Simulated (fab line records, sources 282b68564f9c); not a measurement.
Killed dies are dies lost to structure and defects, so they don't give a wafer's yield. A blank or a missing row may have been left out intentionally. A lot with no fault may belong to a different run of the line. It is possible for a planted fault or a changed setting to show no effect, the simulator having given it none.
Which tool was responsible?	flow ritCmos	14 lots (42 wafers sampled), 1 step of a 202-step route

WHAT THE GAUGES READ, wafer by wafer
The record holds no reading of a measuring or inspecting step that can be judged against a usual standard deviation.

WHICH TOOL RAN EACH LOT (tool, then ch and the chambers of the sampled wafers, then the start)
lot	RIT_ACTIVE_OXIDATION_01
L824	furnace-01 ch 0, day 1 10:07
L826	furnace-03 ch 0, day 1 21:41
L827	furnace-03 ch 0, day 2 01:07
L828	furnace-01 ch 0, day 2 07:05
L829	furnace-03 ch 0, day 2 12:10
L830	furnace-03 ch 0, day 2 16:14
L831	furnace-04 ch 0, day 2 21:38
L832	furnace-03 ch 0, day 3 02:10
L834	furnace-03 ch 0, day 3 12:09
L835	furnace-03 ch 0, day 3 17:43
L836	furnace-03 ch 0, day 3 22:07
L837	furnace-03 ch 0, day 4 05:09
L844	furnace-03, day 5 14:52
L845	furnace-03, day 5 19:11
- RIT_ACTIVE_OXIDATION_01: target thk 46.8 nm, ox time 3360 s.

WHAT THE TOOLS THEMSELVES READ (means of the sampled wafers that have a number; where no wafer has one, the mark that the record gives instead)
RIT_ACTIVE_OXIDATION_01.
lot	tool	oxTempC (C)	oxTempCMax	tubeCenterTempC (C)	zonePowerLoadPct (%)
L824	furnace-01	999.8	1003.8	999.99	35.4
L826	furnace-03	1000.7	1004.7	999.99	36.2
L827	furnace-03	999.9	1004.3	1000.03	36.0
L828	furnace-01	1000.6	1004.4	1000.02	35.0
L829	furnace-03	1000.1	1004.5	999.95	35.6
L830	furnace-03	999.8	1004.2	1000.01	36.0
L831	furnace-04	999.9	1003.3	999.95	37.3
L832	furnace-03	1000.3	1005.5	999.97	36.0
L834	furnace-03	1000.5	1005.1	1000.10	36.1
L835	furnace-03	999.9	1004.4	1000.07	35.7
L836	furnace-03	1000.3	1005.5	999.98	35.9
L837	furnace-03	1000.4	1005.1	999.95	35.6
L844	furnace-03	-	-	-	-
L845	furnace-03	-	-	-	-

THE ANSWER, worked out from the rows above alone
Rule: the lots themselves supply what counts as usual. Put in order of their means at a reading, lots are off if they are a third of the lots or fewer, leave a main group of 4 or more, and stand apart from it by a gap of 3 or more times the standard deviation of the main group's means; of several such gaps the widest counts. Not used: any main group whose means are identical at the precision the tables above print for the reading. A lot without any number at a reading at which 4 lots or more have one is off too. Any other lot the step has rows for is counted as sound. Order of review: gauges by route order, followed by the tools' own readings, for which a lot's mean as printed above is used. The first step at which some lot is off is used, and at that step the reading that is off furthest; a lot without a number counts as furthest.
Off at RIT_ACTIVE_OXIDATION_01 (oxTempC): L844, L845. Without a number there: L844, L845. For the main group the mean is 1000.2 C and the standard deviation 0.31.
A tool fits if, at that step or a process step before it, it ran every lot that is off, and no sound lot after the first of them. One candidate fits, namely furnace-03 at RIT_ACTIVE_OXIDATION_01. A fault onset in the window from L837 (day 4 05:09, its last sound lot) to L844 (day 5 14:52, its first lot off) fits.
Blank at RIT_ACTIVE_OXIDATION_01 on the lots that are off, where sound lots have numbers: oxTempC, oxTempCMax, tubeCenterTempC, zonePowerLoadPct.

WHAT THE SIMULATOR PUT IN
Entire step skipped (furnace-03, RIT_ACTIVE_OXIDATION_01), from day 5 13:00 onward. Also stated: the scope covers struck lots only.
Shown lots that were struck: L844, L845. The rule given above showed the same thing.
